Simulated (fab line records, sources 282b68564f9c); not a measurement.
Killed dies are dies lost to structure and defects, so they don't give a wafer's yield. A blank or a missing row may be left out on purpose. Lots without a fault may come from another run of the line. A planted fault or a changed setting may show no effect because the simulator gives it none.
A struck lot beside a sound one | flow rit_cmos | 17 steps out of a route of 202
Sound: wafers L608.1, L608.3, L608.4. Struck: wafers L619.3, L619.4, L619.6. The cause comes at the end.
At each step with rows: each side's tool, then ch and its chambers, then its first start. Under that, the readings that differ: sound wafers | struck wafers | difference of the means | sigmas: that difference in standard deviations of wafers without a fault.
alike: readings whose means differ by less than 2 such deviations, and words and numbers that are the same on both sides. not compared: withheld readings, readings that some wafer has no value for, bounds like >300 that may hide the same value, and numbers for which the record gives no deviation and whose values overlap.
The two part at a step that has a row with sigmas, a row that says differs or no value, or rows on one side only. Numbers that don't overlap but have no deviation are shown without sigmas and don't part them. A reading that every wafer of one side lacks parts them only if that side has two wafers or more.

first, 2 steps without rows for these wafers: RIT_NRETRO_HARDBAKE_07 (time 120 s); RIT_NRETRO_IMPLANT_08.
RIT_NRETRO_STRIP_09: strips in O2, time 180 s.
  sound on plasma_asher-04 ch 0,1, day 3 10:32; struck on plasma_asher-04 ch 0,1, day 5 16:00
  alike: drypump_motor_current_A
  not compared: rf_hours_counter_h
RIT_NRETRO_TW_MEAS_10:
  sound on film_metro-04, day 3 10:45; struck on film_metro-03, day 5 16:08
  alike: NRETRO_TW
then, 6 steps without rows for these wafers: RIT_PRETRO_HMDS_00 (prime time 60 s); RIT_PRETRO_COAT_01 (resist thk 1300 nm); RIT_PRETRO_SOFTBAKE_02 (time 60 s); RIT_PRETRO_EXPOSE_03 (exposes mask M5, target cd 43700 nm); RIT_PRETRO_PEB_04; RIT_PRETRO_DEVELOP_05 (develop time 68 s).
RIT_PRETRO_OVL_MEAS_06:
  sound on overlay-02, day 3 11:41; struck on overlay-01, day 5 17:14
  alike: PRETRO_OVL
then, 1 step without rows for these wafers: RIT_PRETRO_HARDBAKE_07 (time 120 s).
RIT_PRETRO_IMPLANT_08:
  sound on implanter-03 ch 0, day 3 11:58; struck on implanter-03 ch 0, day 5 17:34
  reading            | sound                            | struck                           | difference  | sigmas
  dose_ions_cm2      | 1.1988e+13 1.1987e+13 1.2011e+13 | 1.0551e+13 1.0573e+13 1.0581e+13 | -1.4270e+12 | -99 or more
  faraday_current_uA | 38.6 39.1 38.6                   | 33.3 32.8 34.0                   | -5.4        | -7
RIT_PRETRO_STRIP_09: strips in O2, time 180 s.
  sound on plasma_asher-01 ch 0,1, day 3 12:07; struck on plasma_asher-02 ch 0,1, day 5 17:43
  alike: drypump_motor_current_A
  not compared: rf_hours_counter_h
RIT_PRETRO_TW_MEAS_10:
  sound on film_metro-03, day 3 12:18; struck on film_metro-04, day 5 17:52
  reading   | sound       | struck      | difference | sigmas
  PRETRO_TW | 473 471 469 | 459 459 459 | -12        | -2
then, 1 step without rows for these wafers: RIT_GATE_WET_ETCH_00 (etches SiO2 in BOE, target depth 56 nm, time 60 s).
RIT_M1_PROBE_99:
  sound on prober-02, day 4 17:02; struck on prober-02, day 6 19:08
  reading                                    | sound                | struck               | difference | sigmas
  model.etest.nmos_0p15.off_log10_a_um       | -10.25 -10.32 -10.03 | -9.514 -9.536 -9.638 | +0.637     |
  model.etest.retro_edge_nmos.off_log10_a_um | -10.11 -10.36 -10.03 | -9.314 -9.425 -9.656 | +0.702     |
  model.etest.diode_nplus_pwell.bv_v (V)     | 5.935 5.964 5.929    | 6.071 6.052 6.072    | +0.122     |
  model.etest.cap_n_gate.c_min_ff_um2        | 2.388 2.374 2.383    | 2.324 2.33 2.329     | -0.054     |
  model.etest.nmos_0p15.vt_sat_v (V)         | 0.3014 0.2929 0.2959 | 0.2541 0.2557 0.2467 | -0.0446    |
  model.etest.nmos_0p15.vt_v (V)             | 0.4149 0.4122 0.411  | 0.3803 0.3845 0.373  | -0.0334    |
  model.etest.nmos_0p3.vt_sat_v (V)          | 0.5611 0.5661 0.5636 | 0.5443 0.5424 0.5385 | -0.0219    |
  alike: killed_at_contacts, killed_at_front_end, killed_dies, killed_open, killed_short
  not compared: model.etest.diode_nplus_pwell.cj_ff_um2

WHERE THEY PART
First at RIT_PRETRO_IMPLANT_08; last, within this record, at RIT_PRETRO_TW_MEAS_10. Later steps at which nothing parts them and some readings are alike: RIT_M1_PROBE_99.

WHY: what the simulator had put in
Process parameter drift: implanter-03, from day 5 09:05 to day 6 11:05, at RIT_PRETRO_IMPLANT_08. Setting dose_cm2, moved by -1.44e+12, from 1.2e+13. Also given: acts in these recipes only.
